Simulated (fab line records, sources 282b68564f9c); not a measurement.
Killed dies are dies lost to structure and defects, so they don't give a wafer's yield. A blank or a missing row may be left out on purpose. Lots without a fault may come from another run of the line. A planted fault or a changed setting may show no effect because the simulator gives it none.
Problem report in the 8D (eight disciplines) form, filled by code | flow rit_cmos | the parts of the form that need people (team, actions taken, sign-off) are left out

1. THE PROBLEM
spin_speed_rpm at RIT_NSD_COAT_01 reads a mean of 3011.5 rpm on 6 wafers of 2 lots; wafers without a fault read 3250.2 rpm with a standard deviation of 1.9. That is -99 or more standard deviations from the usual mean.
The step: resist thk 1000 nm.
First seen on wafer L846.1, day 6 02:22, on litho_track-03. The record holds 42 wafers of 14 lots with a number at this step. Rule for "out", or "out of limits": more than 4 standard deviations from the usual mean. The other wafers with a number count as sound.

2. WHAT IT IS AND WHAT IT IS NOT
question                    | is                     | is not
which readings at this step | spin_speed_rpm         | chill_plate_temp_C, exhaust_pa
which lots                  | L846, L847             | L832, L833, L834, L835, L836, L839, L841, L842, L843, L844, L845, L854
which wafers of those lots  | all that have a number | -
read on which tools         | litho_track-03         | litho_track-01, litho_track-02
when                        | from day 6 02:22       | up to then (33 sound wafers); but 3 sound wafers of L854 came after

3. SUSPECTS, AND WHAT RULES EACH OUT
Counting: a tool at a process step up to the reading stays a suspect if it ran every lot that is out and no sound lot after the first of them.
- litho_track-03 at RIT_NSD_COAT_01 (resist thk 1000 nm): kept. It ran every lot that is out, first L846 (day 6 02:22), and no sound lot after that; its last sound lot up to then is L843 (day 5 11:02). Its own readings are out on those wafers: spin_speed_rpm.
Left after counting: litho_track-03 at RIT_NSD_COAT_01.

4. THE CAUSE (what the simulator had put in)
Process parameter drift: litho_track-03, from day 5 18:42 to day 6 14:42, at RIT_NSD_COAT_01. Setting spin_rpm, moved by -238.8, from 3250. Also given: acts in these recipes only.
Counting left only this tool.

5. THE CHAIN OF EFFECTS, in route order
Each row: a reading whose mean over the struck wafers that have a number lies more than 3 standard deviations from the usual. Only readings for which the record gives a usual standard deviation are gone through. hours: the time from each lot's start at the first step in this table that gives one to its start at this step, as a median over the lots. sigmas: the change in usual standard deviations.
hours | step            | reading        | usual      | on struck wafers | change | sigmas
0     | RIT_NSD_COAT_01 | spin_speed_rpm | 3250.2 rpm | 3011.5           | -238.7 | -99 or more
The process steps in it:
- RIT_NSD_COAT_01: resist thk 1000 nm.
Later measuring or inspecting steps at which every struck wafer that the step has a row for has a number for every such reading, and none has moved that far: RIT_SILICIDE_THK_MEAS_03.

6. WHAT WOULD HAVE CAUGHT IT SOONER
In this record the first reading out of limits was taken at day 6 02:22, 8 hours after the fault began at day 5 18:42.
